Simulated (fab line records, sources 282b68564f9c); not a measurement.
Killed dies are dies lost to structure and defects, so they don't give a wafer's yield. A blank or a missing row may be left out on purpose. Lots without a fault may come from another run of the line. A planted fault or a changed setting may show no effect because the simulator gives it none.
Which tool did it? | flow rit_cmos | 7 lots, 21 wafers sampled, at 2 steps of a route of 202

WHAT THE GAUGES READ, wafer by wafer
RIT_FOX1_THK_MEAS_01.
lot  | measured    | on            | FOX1_OXIDE_THK (nm)
L299 | day 2 00:34 | film_metro-01 | 344 349 349
L304 | day 2 23:01 | film_metro-04 | 318 317 314
L311 | day 4 10:55 | film_metro-01 | 337 338 333
L315 | day 5 07:22 | film_metro-01 | 361 361 363
L317 | day 5 16:21 | film_metro-03 | 351 354 354
L319 | day 6 03:14 | film_metro-03 | 350 349 350
L321 | day 6 14:13 | film_metro-04 | 340 345 346

WHICH TOOL RAN EACH LOT (tool, then ch and the chambers of the sampled wafers, then the start)
lot  | RIT_FOX1_OXIDATION_00
L299 | furnace-01 ch 0, day 1 23:14
L304 | furnace-02 ch 0, day 2 21:41
L311 | furnace-01 ch 0, day 4 09:35
L315 | furnace-01 ch 0, day 5 06:03
L317 | furnace-04 ch 0, day 5 15:02
L319 | furnace-04 ch 0, day 6 01:56
L321 | furnace-02 ch 0, day 6 12:53
- RIT_FOX1_OXIDATION_00: target thk 350.7 nm, ox time 1130 s.

THE ANSWER, worked out from the rows above alone
Rule: what is usual is taken from the lots themselves. Put in order of their means at a reading, lots are off if they are a third of the lots or fewer, leave a main group of 4 or more, and stand apart from it by a gap of 3 or more times the standard deviation of the main group's means; of several such gaps the widest counts. A main group whose means are all the same, to the digits that the tables above print for the reading, isn't used. A lot without any number at a reading at which 4 lots or more have one is off too. The other lots that the step has rows for count as sound.
No lot is off at any reading shown: from this, nothing can be told.

WHAT THE SIMULATOR HAD PUT IN
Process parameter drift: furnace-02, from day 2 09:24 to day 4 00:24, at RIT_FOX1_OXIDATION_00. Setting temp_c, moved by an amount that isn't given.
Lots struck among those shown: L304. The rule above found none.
